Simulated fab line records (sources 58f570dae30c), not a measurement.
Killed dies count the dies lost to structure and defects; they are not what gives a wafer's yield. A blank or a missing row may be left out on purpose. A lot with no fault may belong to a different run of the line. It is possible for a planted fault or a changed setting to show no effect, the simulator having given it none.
Which of the tools did it? / flow berkeley cmos170 / 13 lots, 39 wafers sampled, at 3 steps of a route of 331

== WHAT THE GAUGES SHOWED, per wafer ==
UCB170_PWELL_THK_MEAS_06.
lot=L117; measured=day 3 11:26; on=film metro-04; PWELL_NITRIDE_THK (nm)=220.7 220.6 220.2
lot=L118; measured=day 3 23:34; on=film metro-04; PWELL_NITRIDE_THK (nm)=220.2 220.9 221.6
lot=L119; measured=day 3 23:32; on=film metro-02; PWELL_NITRIDE_THK (nm)=219.5 218.8 217.8
lot=L121; measured=day 3 23:35; on=film metro-02; PWELL_NITRIDE_THK (nm)=221.1 221.7 221.3
lot=L122; measured=day 4 14:02; on=film metro-02; PWELL_NITRIDE_THK (nm)=220.9 221.6 218.1
lot=L123; measured=day 4 14:03; on=film metro-04; PWELL_NITRIDE_THK (nm)=221.7 220.5 221.0
lot=L125; measured=day 5 02:35; on=film metro-04; PWELL_NITRIDE_THK (nm)=221.4 221.1 222.3
lot=L130; measured=day 5 18:07; on=film metro-02; PWELL_NITRIDE_THK (nm)=217.5 216.6 215.6
lot=L133; measured=day 7 00:57; on=film metro-02; PWELL_NITRIDE_THK (nm)=234.2 234.4 232.4
lot=L136; measured=day 7 01:02; on=film metro-04; PWELL_NITRIDE_THK (nm)=220.3 219.2 219.8
lot=L137; measured=day 7 14:16; on=film metro-04; PWELL_NITRIDE_THK (nm)=224.9 224.2 225.7
lot=L138; measured=day 7 14:14; on=film metro-03; PWELL_NITRIDE_THK (nm)=217.8 219.6 218.3
lot=L139; measured=day 7 14:13; on=film metro-04; PWELL_NITRIDE_THK (nm)=222.5 221.0 220.9

UCB170_M3_THK_MEAS_03: measures by xrf.
lot=L117; measured=day 8 13:56; on=film metro-01; M3_AL_THK (nm)=884 895 905
lot=L118; measured=day 9 06:24; on=film metro-03; M3_AL_THK (nm)=895 906 906
lot=L119; measured=day 9 11:23; on=film metro-01; M3_AL_THK (nm)=882 883 893
lot=L121; measured=day 9 07:38; on=film metro-01; M3_AL_THK (nm)=881 871 879
lot=L122; measured=day 9 12:30; on=film metro-02; M3_AL_THK (nm)=881 883 897
lot=L123; measured=day 9 10:37; on=film metro-02; M3_AL_THK (nm)=888 899 907
lot=L125; measured=day 10 16:43; on=film metro-02; M3_AL_THK (nm)=854 873 879
lot=L130; measured=day 11 04:16; on=film metro-03; M3_AL_THK (nm)=895 889 908
lot=L133; measured=day 11 23:22; on=film metro-01; M3_AL_THK (nm)=910 884 887
lot=L136; measured=day 12 04:32; on=film metro-01; M3_AL_THK (nm)=905 890 898
lot=L137; measured=day 12 16:48; on=film metro-01; M3_AL_THK (nm)=892 878 890
lot=L138; measured=day 12 14:48; on=film metro-01; M3_AL_THK (nm)=874 891 882
lot=L139; measured=day 12 16:04; on=film metro-03; M3_AL_THK (nm)=905 890 887

== EACH LOT AND THE TOOL THAT RAN IT (in order: tool; ch and the chambers of the sampled wafers; start) ==
lot=L117; UCB170_PWELL_CVD_05=lpcvd-01 ch 1, day 3 09:31
lot=L118; UCB170_PWELL_CVD_05=lpcvd-01 ch 0, day 3 21:37
lot=L119; UCB170_PWELL_CVD_05=lpcvd-01 ch 0, day 3 21:37
lot=L121; UCB170_PWELL_CVD_05=lpcvd-01 ch 1, day 3 21:37
lot=L122; UCB170_PWELL_CVD_05=lpcvd-02 ch 0, day 4 12:07
lot=L123; UCB170_PWELL_CVD_05=lpcvd-02 ch 0, day 4 12:07
lot=L125; UCB170_PWELL_CVD_05=lpcvd-02 ch 0, day 5 00:40
lot=L130; UCB170_PWELL_CVD_05=lpcvd-02 ch 1, day 5 16:11
lot=L133; UCB170_PWELL_CVD_05=lpcvd-01 ch 1, day 6 23:02
lot=L136; UCB170_PWELL_CVD_05=lpcvd-01 ch 0, day 6 23:02
lot=L137; UCB170_PWELL_CVD_05=lpcvd-02 ch 1, day 7 12:17
lot=L138; UCB170_PWELL_CVD_05=lpcvd-02 ch 1, day 7 12:17
lot=L139; UCB170_PWELL_CVD_05=lpcvd-02 ch 1, day 7 12:17
- UCB170_PWELL_CVD_05: deposits Si3N4 from SiH2Cl2/NH3, target thk 220 nm, time 3300 s.

== WHAT THE TOOLS THEMSELVES READ (means of the sampled wafers that have a number; where no wafer has one, the mark that the record gives instead) ==
The record holds no such reading with a usual standard deviation.

== THE ANSWER, worked out from the rows above alone ==
Rule: the lots themselves supply what counts as usual. Put in order of their means at a reading, lots are off if they are a third of the lots or fewer, leave a main group of 4 or more, and stand apart from it by a gap of 3 or more times the standard deviation of the main group's means; of several such gaps the widest counts. A main group is skipped when, at the precision printed for the reading in the tables above, its means are all equal. A lot without any number at a reading at which 4 lots or more have one is off too. The other lots that the step has rows for count as sound. The gauges are gone through in route order, then the tools' own readings, and for those a lot's mean is taken as printed above. The first step at which some lot is off is used, and at that step the reading that is off furthest; a lot without a number counts as furthest.
Off: at UCB170_PWELL_THK_MEAS_06 (PWELL_NITRIDE_THK), L133. Mean 220.5 nm and standard deviation 2 in the main group.
If a tool, at a process step before that reading, ran all the lots that are off and no sound lot after the first of them, it fits. The gauges at UCB170_PWELL_THK_MEAS_06 are tried like those tools. 2 tools fit, lpcvd-01 at UCB170_PWELL_CVD_05 and film metro-02 at UCB170_PWELL_THK_MEAS_06, so this cannot tell which one it is.

== WHAT WAS PUT IN BY THE SIMULATOR ==
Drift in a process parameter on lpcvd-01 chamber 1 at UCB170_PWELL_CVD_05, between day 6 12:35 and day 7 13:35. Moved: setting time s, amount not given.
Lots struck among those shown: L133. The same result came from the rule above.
